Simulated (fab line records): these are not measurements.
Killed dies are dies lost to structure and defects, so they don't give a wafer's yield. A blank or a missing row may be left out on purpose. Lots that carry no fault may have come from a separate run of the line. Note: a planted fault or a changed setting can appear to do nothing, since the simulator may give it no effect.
What tool caused it? / flow berkeley_cmos170 / 7 lots with 21 wafers sampled at 2 steps, on a route of 331 steps

WHAT THE GAUGES READ, wafer by wafer
UCB170_PWELL_TW_MEAS_17.
lot=L647; measured=day 3 05:52; on=film_metro-01; PWELL_TW=374 373 374
lot=L648; measured=day 3 16:45; on=film_metro-02; PWELL_TW=382 379 381
lot=L651; measured=day 4 09:01; on=film_metro-01; PWELL_TW=376 372 374
lot=L653; measured=day 4 13:14; on=film_metro-01; PWELL_TW=358 357 360
lot=L657; measured=day 5 10:04; on=film_metro-04; PWELL_TW=368 368 369
lot=L666; measured=day 7 11:07; on=film_metro-01; PWELL_TW=374 373 375
lot=L668; measured=day 8 03:21; on=film_metro-04; PWELL_TW=383 382 383

EACH LOT AND THE TOOL THAT RAN IT (in order: tool; ch and the chambers of the sampled wafers; start)
lot=L647; UCB170_PWELL_IMPLANT_15=implanter-03 ch 0, day 3 05:37
lot=L648; UCB170_PWELL_IMPLANT_15=implanter-02 ch 0, day 3 16:30
lot=L651; UCB170_PWELL_IMPLANT_15=implanter-04 ch 0, day 4 08:47
lot=L653; UCB170_PWELL_IMPLANT_15=implanter-03 ch 0, day 4 12:59
lot=L657; UCB170_PWELL_IMPLANT_15=implanter-03 ch 0, day 5 09:52
lot=L666; UCB170_PWELL_IMPLANT_15=implanter-02 ch 0, day 7 10:52
lot=L668; UCB170_PWELL_IMPLANT_15=implanter-03 ch 0, day 8 03:06
- UCB170_PWELL_IMPLANT_15

THE ANSWER, worked out from the rows above alone
Rule: the usual values come from the lots themselves. Put in order of their means at a reading, lots are off if they are a third of the lots or fewer, leave a main group of 4 or more, and stand apart from it by a gap of 3 or more times the standard deviation of the main group's means; of several such gaps the widest counts. If all means in a main group match to the digits the tables above print for the reading, that group is not used. A lot without any number at a reading at which 4 lots or more have one is off too. Where the step has rows for the other lots, those lots are counted as sound.
Nothing can be told from this: no lot is off at any reading shown.

WHAT WAS PUT IN BY THE SIMULATOR
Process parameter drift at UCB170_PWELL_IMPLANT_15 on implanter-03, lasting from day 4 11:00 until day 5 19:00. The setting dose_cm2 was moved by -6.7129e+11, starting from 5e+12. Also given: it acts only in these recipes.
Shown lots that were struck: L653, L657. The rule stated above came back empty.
